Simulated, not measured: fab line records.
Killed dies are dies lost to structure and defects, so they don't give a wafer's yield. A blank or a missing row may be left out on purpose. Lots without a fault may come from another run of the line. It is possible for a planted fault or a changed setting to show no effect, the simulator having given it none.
Which of the tools did it? | flow berkeleyCmos170 | Sampling: 7 lots, 21 wafers, 2 of 331 route steps

## WHAT EACH GAUGE READ, for each wafer
UCB170_M1_RS_MEAS_01: the measuring method here is four-point-probe.
lot  | measured     | on           | M1_AL_RS (ohm/sq)
L594 | day 7 02:07  | filmMetro-03 | 0.0484 0.0489 0.0487
L596 | day 7 16:42  | filmMetro-03 | 0.0492 0.0493 0.0490
L598 | day 7 16:53  | filmMetro-03 | 0.0485 0.0485 0.0485
L601 | day 7 22:34  | filmMetro-04 | 0.0482 0.0481 0.0485
L604 | day 8 22:31  | filmMetro-04 | 0.0558 0.0557 0.0558
L611 | day 10 17:58 | filmMetro-03 | 0.0483 0.0486 0.0489
L616 | day 11 11:36 | filmMetro-02 | 0.0482 0.0482 0.0483

## EACH LOT AND THE TOOL THAT RAN IT (in order: tool; ch and the chambers of the sampled wafers; start)
lot  | UCB170_M1_SPUTTER_00
L594 | pvdSputter-01, day 7 02:03
L596 | pvdSputter-02, day 7 16:36
L598 | pvdSputter-01, day 7 16:49
L601 | pvdSputter-02, day 7 22:29
L604 | pvdSputter-01, day 8 22:26
L611 | pvdSputter-03, day 10 17:52
L616 | pvdSputter-02, day 11 11:32
- UCB170_M1_SPUTTER_00: material Al, target thk 600 nm, time 80 s.

## THE ANSWER, worked out from the rows above alone
Rule: the lots themselves supply what counts as usual. The widest of any qualifying gaps counts: lots, ordered by their means at a reading, are off when they make up no more than a third of the lots, leave a main group of 4 or more, and stand apart from it by 3 or more times the standard deviation of that group's means. A main group is skipped when, at the precision printed for the reading in the tables above, its means are all equal. Also off: a lot with no number at a reading for which 4 or more lots have one. Any other lot the step has rows for is counted as sound.
Off: L604, at UCB170_M1_RS_MEAS_01 (M1_AL_RS). The main group has a mean of 0.0486 ohm/sq with a standard deviation of 0.00031.
A tool fits if, at a process step before that reading, it ran every lot that is off, and no sound lot after the first of them. Gauges at UCB170_M1_RS_MEAS_01: tried the same way as those tools. This does not decide it: 2 tools fit, namely pvdSputter-01 at UCB170_M1_SPUTTER_00 and filmMetro-04 at UCB170_M1_RS_MEAS_01.

## WHAT HAD BEEN PUT IN BY THE SIMULATOR
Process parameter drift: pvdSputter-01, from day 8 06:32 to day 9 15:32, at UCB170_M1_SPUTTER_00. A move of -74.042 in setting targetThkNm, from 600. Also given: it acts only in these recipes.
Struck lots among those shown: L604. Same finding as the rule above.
